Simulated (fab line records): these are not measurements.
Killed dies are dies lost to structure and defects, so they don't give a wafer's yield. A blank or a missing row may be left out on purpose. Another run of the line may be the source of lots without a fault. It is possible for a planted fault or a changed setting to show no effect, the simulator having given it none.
A lot that was struck, set against a sound lot	flow ritCmos	14 steps out of a route of 202
Sound: these wafers, L763.3, L763.5, L763.6. Struck: wafers L773.1, L773.2, L773.5. The cause is given at the end.
Each step with rows lists, per side, the tool, then ch with its chambers, then its first start. Under that, the readings that differ: sound wafers	struck wafers	difference of the means	sigmas: that difference in standard deviations of wafers without a fault.
alike: a reading whose means differ by less than 2 such deviations, as well as words and numbers matching on both sides. not compared: withheld readings; readings where some wafer has no value; bounds like >300 that might hide an equal value; numbers whose values overlap and for which the record gives no deviation.
Wherever a step has rows on one side only, a row that says differs or no value, or a row with sigmas, the two part there. Numbers that have no deviation but don't overlap get no sigmas and don't part them. A reading missing from all wafers of one side parts the sides only when that side holds two or more wafers.

RIT_PRETRO_OVL_MEAS_06:
  sound on overlay-02 at day 3 17:23; struck on overlay-01 at day 5 21:16
  alike: PRETRO_OVL
then, 2 steps without rows for these wafers: RIT_PRETRO_HARDBAKE_07 (time 120 s); RIT_PRETRO_IMPLANT_08.
RIT_PRETRO_STRIP_09: strips in O2, time 180 s.
  sound on plasmaAsher-01 ch 0,1, day 3 17:53; struck on plasmaAsher-03 ch 0,1, day 5 21:42
  alike: drypumpMotorCurrentA
  not compared: rfHoursCounterH
RIT_PRETRO_TW_MEAS_10:
  sound on filmMetro-01 at day 3 18:01; struck on filmMetro-01 at day 5 21:53
  alike: PRETRO_TW
then, 5 steps without rows for these wafers: RIT_GATE_WET_ETCH_00 (etches SiO2 in BOE, target depth 56 nm, time 60 s); RIT_GATE_CLEAN_01 (cleans in SC1, time 600 s); RIT_GATE_CLEAN_02 (cleans in dHF, time 30 s); RIT_GATE_CLEAN_03 (cleans in SC2, time 600 s); RIT_GATE_CLEAN_04 (cleans in dHF, time 60 s).
RIT_FOX2_THK_MEAS_91:
  sound on filmMetro-01 at day 3 18:29; struck on filmMetro-01 at day 5 22:23
  alike: FIELD_OXIDE_LEFT_2_THK
then, 1 step without rows for these wafers: RIT_GATE_OXIDATION_05 (target thk 3 nm, ox time 270 s).
RIT_GATE_ANNEAL_06: time 600 s.
  sound on furnace-04 ch 0, day 3 19:37; struck on furnace-03, day 6 00:23
  no value came back on the struck wafers for runLengthS (s), spikeTcCentreC (C); on the sound wafers runLengthS (s) reads 880 880 880
RIT_GATE_THK_MEAS_07:
  sound on filmMetro-02 at day 3 19:53; struck on filmMetro-01 at day 6 00:38
  alike: GATE_OXIDE_THK

== WHERE THEY PART ==
RIT_GATE_ANNEAL_06 only, going by this record. Later steps at which nothing parts them and some readings are alike: RIT_GATE_THK_MEAS_07.

WHY: whatever the simulator had introduced
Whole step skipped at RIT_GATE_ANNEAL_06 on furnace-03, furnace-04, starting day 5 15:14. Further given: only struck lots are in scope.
